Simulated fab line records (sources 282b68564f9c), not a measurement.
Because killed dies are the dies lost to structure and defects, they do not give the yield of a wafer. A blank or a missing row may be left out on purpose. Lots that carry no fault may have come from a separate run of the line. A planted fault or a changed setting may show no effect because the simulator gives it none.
Code-filled problem report in 8D (eight disciplines) form    flow rit cmos    the parts of the form that need people (team, actions taken, sign-off) are left out

## 1. WHAT WENT WRONG
Mean of rf fwd power W at RIT_ACTIVE_ETCH_13: 104.5 W across 2 wafers in 2 lots; on wafers with no fault it is 124.6 W (standard deviation 0.4). That puts it -50 standard deviations away from the usual mean.
The step: etches Si3N4 in SF6, stops on SiO2, time 210 s, target depth 210 nm.
The first sign was on wafer L336.4 at day 3 16:43, on rie diel-04. At this step, 42 wafers from 14 lots have a number in the record. The rule behind "out" and "out of limits": a value lying over 4 standard deviations away from the usual mean. The rest of the wafers with a number are treated as sound.

## 2. WHAT IT IS, WHAT IT ISN'T
question                     is                is not
which readings at this step  rf fwd power W    drypump motor current A, oes product au, throttle valve pct
which lots                   L336, L339        L326, L327, L328, L329, L333, L338, L341, L342, L344, L345, L347, L348
which wafers of those lots   L336.4, L339.3    L336.3, L336.6, L339.2, L339.5
read on which tools          rie diel-04       rie diel-01, rie diel-02
when                         from day 3 16:43  up to then (17 sound wafers); but 23 sound wafers of L338, L339, L341, L342, L344, L345, L347, L348 came after

## 3. SUSPECTS, AND WHAT RULES EACH OUT
Counting: any tool at a process step up to the reading remains a suspect provided it ran every lot that is out. Sound lots after the first of them don't rule it out here, since some wafers of a struck lot are sound.
- rie diel-04 at RIT_ACTIVE_ETCH_13 (etches Si3N4 in SF6, stops on SiO2, time 210 s, target depth 210 nm): kept. It ran every lot that is out, first L336 (day 3 16:43); its last sound lot up to then is L333 (day 3 02:41). On those wafers its own readings are out: rf fwd power W.
- At RIT_ACTIVE_ETCH_13, inside rie diel-04: chamber 2 took the wafers that are out, while their sound lot-mates went through chambers 0, 1, 3.
After counting, what remains is rie diel-04 at RIT_ACTIVE_ETCH_13.

## 4. THE CAUSE (what the simulator had put in)
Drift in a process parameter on rie diel-04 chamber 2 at RIT_ACTIVE_ETCH_13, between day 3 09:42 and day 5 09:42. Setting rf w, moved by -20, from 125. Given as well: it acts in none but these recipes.
The count eliminated every tool but this one.

## 5. SEQUENCE OF EFFECTS, ordered by route
Rows list readings where the struck wafers' mean (over those with a number) sits beyond 3 standard deviations from the usual. Only readings whose record carries a usual standard deviation are examined. hours: median over the lots of the time between each lot's start at the first step of this table that gives one and its start at this step. sigmas: the change, counted in usual standard deviations.
hours  step                reading         usual    on struck wafers  change  sigmas
0      RIT_ACTIVE_ETCH_13  rf fwd power W  124.6 W  104.5             -20.1   -50
Its process steps:
- RIT_ACTIVE_ETCH_13: etches Si3N4 in SF6, stops on SiO2, time 210 s, target depth 210 nm.

## 6. HOW IT WOULD HAVE BEEN CAUGHT EARLIER
First out-of-limits reading in this record: day 3 16:43, which is 7 hours after fault onset at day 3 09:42.
